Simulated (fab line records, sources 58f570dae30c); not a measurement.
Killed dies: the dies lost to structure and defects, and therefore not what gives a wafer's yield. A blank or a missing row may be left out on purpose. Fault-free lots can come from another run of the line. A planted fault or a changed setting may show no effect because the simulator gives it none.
One fault seen from 2 desks :: flow berkeley-cmos170 :: each desk has only its own numbers; what lay behind them comes last

== AT THE METROLOGY DESK ==
Means of the sampled wafers that have a number, per lot and without regard to the tool the lot ran on: this is what the gauges read. A lot is out of limits, marked OUT, if its mean lies more than 4 standard deviations from the usual mean; the brackets give that distance.
Columns: A = V2_TEOS_THK at UCB170_V2_THK_MEAS_01, usual 2005 nm; B = cd-nm at UCB170_M3_CD_MEAS_90, usual 699 nm
lot: L875
first seen here: day 7 19:50
A: 2000
B: 698

lot: L874
first seen here: day 7 20:29
A: 1963
B: 700

lot: L876
first seen here: day 8 03:32
A: 2007
B: 702

lot: L878
first seen here: day 8 15:22
A: 2021
B: 701

lot: L880
first seen here: day 9 04:01
A: 1977
B: 705

lot: L882
first seen here: day 9 11:41
A: 1986
B: 700

lot: L884
first seen here: day 9 20:40
A: 2009
B: 696

lot: L885
first seen here: day 10 01:38
A: 2009
B: 700

lot: L886
first seen here: day 10 11:55
A: 2060
B: 699

lot: L891
first seen here: day 11 08:10
A: 2007
B: 697

lot: L894
first seen here: day 11 09:43
A: 1993
B: 697

lot: L895
first seen here: day 12 01:07
A: 2023
B: 695

lot: L897
first seen here: day 12 06:14
A: 2004
B: 696
Finding of this desk: none of the 13 lots has anything out of limits.

== DESK OF THE TOOL OWNER: pvd-sputter-01 ==
The tool's own readings at UCB170_M3_SPUTTER_01 (material Al, target thk 900 nm, time 120 s): means of the sampled wafers that have a number, for each lot that ran on this tool. A lot is out of limits, marked OUT, if its mean lies more than 4 standard deviations from the usual mean; the brackets give that distance.
Columns: A = chamber-pressure-pa at UCB170_M3_SPUTTER_01, usual 0.4999 Pa; B = throttle-valve-pct at UCB170_M3_SPUTTER_01, usual 30.3 %
lot: L874
first seen here: day 7 22:39
A: 0.4997
B: 30.0

lot: L880
first seen here: day 9 06:18
A: 0.5001
B: 30.1

lot: L884
first seen here: day 9 23:13
A: 0.5001
B: 29.2

lot: L885
first seen here: day 10 03:58
A: 0.5004
B: 29.3

lot: L886
first seen here: day 10 14:58
A: 0.5001
B: 29.6

lot: L891
first seen here: day 11 10:40
A: 0.5192 (+19) OUT
B: 29.0
This desk's finding: out of limits on L891; first on L891, day 11 10:40 (chamber-pressure-pa at UCB170_M3_SPUTTER_01). Within limits: L874, L880, L884, L885, L886.

== TAKEN TOGETHER ==
On L891, at day 11 10:40, an alarm was possible from the tool owner's desk.
At the metrology desk, nothing out of limits was observed.
The metrology desk holds a record of L891, inside its limits.
UCB170_M3_SPUTTER_01 was run on pvd-sputter-01 by each of the lots named.

== WHAT WAS PUT IN BY THE SIMULATOR ==
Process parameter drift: pvd-sputter-01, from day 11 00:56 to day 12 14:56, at UCB170_M3_SPUTTER_01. Setting chamber-pressure-pa shifted by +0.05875 from 0.5. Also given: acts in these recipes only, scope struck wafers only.
Lots struck among those shown: L891.
Each desk's first reading out of limits, in hours after the fault started: the tool owner's desk, 10.
